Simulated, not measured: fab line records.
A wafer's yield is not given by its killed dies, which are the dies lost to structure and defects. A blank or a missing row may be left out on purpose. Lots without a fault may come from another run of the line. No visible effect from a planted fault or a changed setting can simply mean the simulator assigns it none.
Comparing a struck lot with a sound one -- flow berkeley cmos170 -- 21 out of 331 route steps
Sound: wafers L763.1, L763.3, L763.5. The struck wafers were L779.1, L779.2, L779.3. The cause comes at the end.
For every step that has rows: the tool of each side, followed by ch and its chambers, followed by its first start. Under that, the readings that differ: sound wafers -- struck wafers -- difference of the means -- sigmas: that difference in standard deviations of wafers without a fault.
alike: same words and numbers on both sides, and readings whose means sit less than 2 such deviations apart. not compared: any withheld reading, any reading some wafer has no value for, any bound like >300 that may hide the same value, and any number with overlapping values for which the record gives no deviation.
A row with sigmas, a row that says differs or no value, or rows on one side alone: a step with any of these is where the two part. When numbers do not overlap yet have no deviation, they are printed without sigmas and do not part them. A reading that every wafer of one side lacks parts them only if that side has two wafers or more.

UCB170_CONTACT_OVL_MEAS_16:
  sound: overlay-01 at day 9 18:23; struck: overlay-02 at day 13 01:23
reading,sound,struck,difference,sigmas
CONTACT_OVL (nm),5 3 4,-12 -14 -9,-16,-3
UCB170_CONTACT_ETCH_17: etches BARC in N2/H2.
  sound on rie diel-02 ch 0,1,3, day 9 18:25; struck on rie diel-03 ch 0,1,2, day 13 01:26
  alike: drypump motor current A, oes product au, throttle valve pct
UCB170_CONTACT_ETCH_18: etches PSG in CHF3/CF4/Ar, stops on TiSi2, target depth 840 nm, time 195 s.
  sound: rie diel-02 ch 0,1,3; struck: rie diel-03 ch 0,1,2
  alike: drypump motor current A, oes product au, throttle valve pct
  not compared: rf hours counter h
UCB170_CONTACT_STRIP_19: strips in O2.
  sound on plasma asher-02 ch 0,1, day 9 18:35; struck on plasma asher-04 ch 0,1, day 13 01:35
reading,sound,struck,difference,sigmas
drypump motor current A (A),5.8 5.3 5.3,5.9 6.3 6.3,+0.7,+2
  alike: oes product au
  not compared: rf hours counter h
UCB170_CONTACT_CD_MEAS_90 targets a cd of 700 nm.
  sound: cd sem-01 at day 9 18:41; struck: cd sem-02 at day 13 01:41
  alike: cd nm
then, 1 step without rows for these wafers: UCB170_CONTACT_CLEAN_20 (cleans in SPM, time 600 s).
UCB170_M1_SPUTTER_00: material Al, target thk 600 nm, time 80 s.
  sound: pvd sputter-02 at day 9 18:59; struck: pvd sputter-02 at day 13 02:00
  alike: throttle valve pct
UCB170_M1_RS_MEAS_01: measures by four-point-probe.
  sound: film metro-03 at day 9 19:02; struck: film metro-03 at day 13 02:04
  alike: M1_AL_RS
UCB170_M1_THK_MEAS_02: measures by xrf.
  sound: film metro-03 at day 9 19:10; struck: film metro-03 at day 13 02:11
  alike: M1_AL_THK
then, 3 steps without rows for these wafers: UCB170_M1_COAT_03; UCB170_M1_COAT_04 (resist thk 900 nm); UCB170_M1_SOFTBAKE_05 (time 60 s).
UCB170_M1_EXPOSE_06: exposes mask METAL1, target cd 700 nm.
  sound on krf scanner-01 ch 0, day 9 19:40; struck on krf scanner-01 ch 0, day 13 03:01
reading,sound,struck,difference,sigmas
exposure dose mJ cm2,21.010 20.989 20.981,17.887 17.901 17.872,-3.107,-99 or more
  alike: mask
then, 2 steps without rows for these wafers: UCB170_M1_PEB_07; UCB170_M1_DEVELOP_08 (develop time 45 s).
UCB170_M1_CD_MEAS_09 targets a cd of 700 nm.
  sound: cd sem-01 at day 9 20:15; struck: cd sem-01 at day 13 03:31
reading,sound,struck,difference,sigmas
cd nm (nm),700.0 700.2 700.5,729.7 728.9 728.4,+28.8,+19
UCB170_M1_OVL_MEAS_10:
  sound: overlay-01 at day 9 20:22; struck: overlay-02 at day 13 03:38
  alike: M1_OVL
UCB170_M1_ETCH_11: etches BARC in N2/H2.
  sound on rie diel-01 ch 0,3, day 9 20:24; struck on rie diel-01 ch 0,1,2, day 13 03:40
reading,sound,struck,difference,sigmas
model.M1.cd nm (nm),701 700.8 701.3,730.7 729.3 728.8,+28.6,
  alike: drypump motor current A, oes product au, throttle valve pct
UCB170_M1_METAL_ETCH_12: etches Al in Cl2/BCl3, stops on PSG, target depth 780 nm, time 130 s.
  sound on rie metal-03 ch 0,1, day 9 20:27; struck on rie metal-03 ch 0,1, day 13 03:43
reading,sound,struck,difference,sigmas
model.M1.cd nm (nm),702.6 702.8 704.9,730.5 730.8 731.3,+27.4,
  alike: drypump motor current A, oes product au, throttle valve pct
  not compared: rf hours counter h
UCB170_M1_STRIP_13: strips in O2.
  sound on plasma asher-03 ch 0,1, day 9 20:35; struck on plasma asher-03 ch 0,1, day 13 03:50
  alike: drypump motor current A, oes product au
  not compared: rf hours counter h
UCB170_M3_PROBE_99:
  sound: prober-02 at day 10 12:53; struck: prober-01 at day 13 19:37
reading,sound,struck,difference,sigmas
model.etest.m1.width nm (nm),698.4 702.5,730.7 731.4 728.6,+29.8,

WHERE THEY PART
Earliest at UCB170_CONTACT_OVL_MEAS_16; latest, in this record, at UCB170_M1_CD_MEAS_09. Later steps at which nothing parts them and some readings are alike: UCB170_M1_OVL_MEAS_10, UCB170_M1_ETCH_11, UCB170_M1_METAL_ETCH_12, UCB170_M1_STRIP_13.

WHY: whatever the simulator had introduced
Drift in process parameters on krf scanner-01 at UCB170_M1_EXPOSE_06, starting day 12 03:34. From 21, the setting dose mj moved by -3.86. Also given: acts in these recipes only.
